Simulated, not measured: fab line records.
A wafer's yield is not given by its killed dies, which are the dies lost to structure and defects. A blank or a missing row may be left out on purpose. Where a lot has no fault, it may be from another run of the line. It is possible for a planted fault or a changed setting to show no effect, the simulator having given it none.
Check for tools in common :: flow berkeley_cmos170 :: 14 lots, 42 wafers sampled

== REASON FOR OPENING ==
At UCB170_GATE_THK_MEAS_02 the reading GATE_OXIDE_THK is flagged on 3 of 14 lots. Fault-free wafers read 6.65 nm, with a standard deviation of 0.13.
Rule: a lot is flagged in two cases, either no wafer of it has a number, or all its wafers with numbers fall more than 4 standard deviations from that mean. The other lots count as sound.

lot: L585
measured: day 6 09:48
on: film_metro-02
GATE_OXIDE_THK (nm), wafer by wafer: 6.32 6.29 6.54
flag: 

lot: L587
measured: day 6 09:50
on: film_metro-02
GATE_OXIDE_THK (nm), wafer by wafer: 6.55 6.58 6.56
flag: 

lot: L586
measured: day 6 09:55
on: film_metro-04
GATE_OXIDE_THK (nm), wafer by wafer: 6.58 6.52 6.40
flag: 

lot: L589
measured: day 7 10:33
on: film_metro-04
GATE_OXIDE_THK (nm), wafer by wafer: 6.59 6.69 6.67
flag: 

lot: L591
measured: day 7 10:33
on: film_metro-02
GATE_OXIDE_THK (nm), wafer by wafer: 6.66 6.64 6.72
flag: 

lot: L588
measured: day 7 10:35
on: film_metro-01
GATE_OXIDE_THK (nm), wafer by wafer: 6.59 6.67 6.71
flag: 

lot: L590
measured: day 7 10:37
on: film_metro-02
GATE_OXIDE_THK (nm), wafer by wafer: 6.63 6.75 6.57
flag: 

lot: L594
measured: day 8 05:19
on: film_metro-01
GATE_OXIDE_THK (nm), wafer by wafer: 8.74 8.87 8.79
flag: FLAGGED

lot: L592
measured: day 8 05:19
on: film_metro-02
GATE_OXIDE_THK (nm), wafer by wafer: 8.95 8.80 8.81
flag: FLAGGED

lot: L593
measured: day 8 05:23
on: film_metro-01
GATE_OXIDE_THK (nm), wafer by wafer: 8.81 8.83 8.90
flag: FLAGGED

lot: L598
measured: day 9 04:40
on: film_metro-04
GATE_OXIDE_THK (nm), wafer by wafer: 6.59 6.43 6.55
flag: 

lot: L607
measured: day 11 15:10
on: film_metro-01
GATE_OXIDE_THK (nm), wafer by wafer: 6.86 6.81 6.74
flag: 

lot: L608
measured: day 11 15:10
on: film_metro-04
GATE_OXIDE_THK (nm), wafer by wafer: 6.76 6.79 6.89
flag: 

lot: L606
measured: day 11 15:14
on: film_metro-04
GATE_OXIDE_THK (nm), wafer by wafer: 6.61 6.60 6.60
flag: 
On average the flagged lots' numbers are 8.83 nm, which is +2.18 nm against the usual, or +17 standard deviations.

== LOT BY LOT: THE TOOL USED ==
The record keeps 1 process step preceding the reading, out of 331 steps on the route. Each cell gives the tool, then ch followed by the chambers the sampled wafers passed through, then the start.
lot: L585
flag: 
UCB170_GATE_OXIDATION_01: furnace-04 ch 0, day 6 08:17

lot: L587
flag: 
UCB170_GATE_OXIDATION_01: furnace-04 ch 0, day 6 08:17

lot: L586
flag: 
UCB170_GATE_OXIDATION_01: furnace-04 ch 0, day 6 08:17

lot: L589
flag: 
UCB170_GATE_OXIDATION_01: furnace-01 ch 0, day 7 09:03

lot: L591
flag: 
UCB170_GATE_OXIDATION_01: furnace-01 ch 0, day 7 09:03

lot: L588
flag: 
UCB170_GATE_OXIDATION_01: furnace-01 ch 0, day 7 09:03

lot: L590
flag: 
UCB170_GATE_OXIDATION_01: furnace-01 ch 0, day 7 09:03

lot: L594
flag: FLAGGED
UCB170_GATE_OXIDATION_01: furnace-01 ch 0, day 8 03:49

lot: L592
flag: FLAGGED
UCB170_GATE_OXIDATION_01: furnace-01 ch 0, day 8 03:49

lot: L593
flag: FLAGGED
UCB170_GATE_OXIDATION_01: furnace-01 ch 0, day 8 03:49

lot: L598
flag: 
UCB170_GATE_OXIDATION_01: furnace-02 ch 0, day 9 03:10

lot: L607
flag: 
UCB170_GATE_OXIDATION_01: furnace-01 ch 0, day 11 13:40

lot: L608
flag: 
UCB170_GATE_OXIDATION_01: furnace-01 ch 0, day 11 13:40

lot: L606
flag: 
UCB170_GATE_OXIDATION_01: furnace-01 ch 0, day 11 13:40
These steps, and what they do:
- UCB170_GATE_OXIDATION_01: target thk 6.6 nm, ox time 1800 s.
- UCB170_GATE_THK_MEAS_02

== FLAGGED AGAINST TOTAL, ONE TOOL AT A TIME (gauges that did the reading follow at the end) ==
step: UCB170_GATE_OXIDATION_01
tool: furnace-01
lots run: 10
flagged: 3
share of the flagged lots: all
sound lots run after its first flagged lot: 3 (L606,L607,L608)

step: UCB170_GATE_OXIDATION_01
tool: furnace-02
lots run: 1
flagged: 0
share of the flagged lots: none
sound lots run after its first flagged lot: -

step: UCB170_GATE_OXIDATION_01
tool: furnace-04
lots run: 3
flagged: 0
share of the flagged lots: none
sound lots run after its first flagged lot: -

step: UCB170_GATE_THK_MEAS_02
tool: film_metro-01
lots run: 4
flagged: 2
share of the flagged lots: some
sound lots run after its first flagged lot: 1 (L607)

step: UCB170_GATE_THK_MEAS_02
tool: film_metro-02
lots run: 5
flagged: 1
share of the flagged lots: some
sound lots run after its first flagged lot: 0

step: UCB170_GATE_THK_MEAS_02
tool: film_metro-04
lots run: 5
flagged: 0
share of the flagged lots: none
sound lots run after its first flagged lot: -

== WHAT THE TABLE ALLOWS ==
1 row of the table ran every flagged lot: furnace-01 at UCB170_GATE_OXIDATION_01.
- furnace-01 at UCB170_GATE_OXIDATION_01: 3 of its 10 lots flagged. Sound lots ran on it after the first flagged one (L606, L607, L608), which a lasting fault on the whole tool wouldn't allow.
No row of the table ran every flagged lot and no sound lot after the first.

== WHAT HAD BEEN PUT IN BY THE SIMULATOR ==
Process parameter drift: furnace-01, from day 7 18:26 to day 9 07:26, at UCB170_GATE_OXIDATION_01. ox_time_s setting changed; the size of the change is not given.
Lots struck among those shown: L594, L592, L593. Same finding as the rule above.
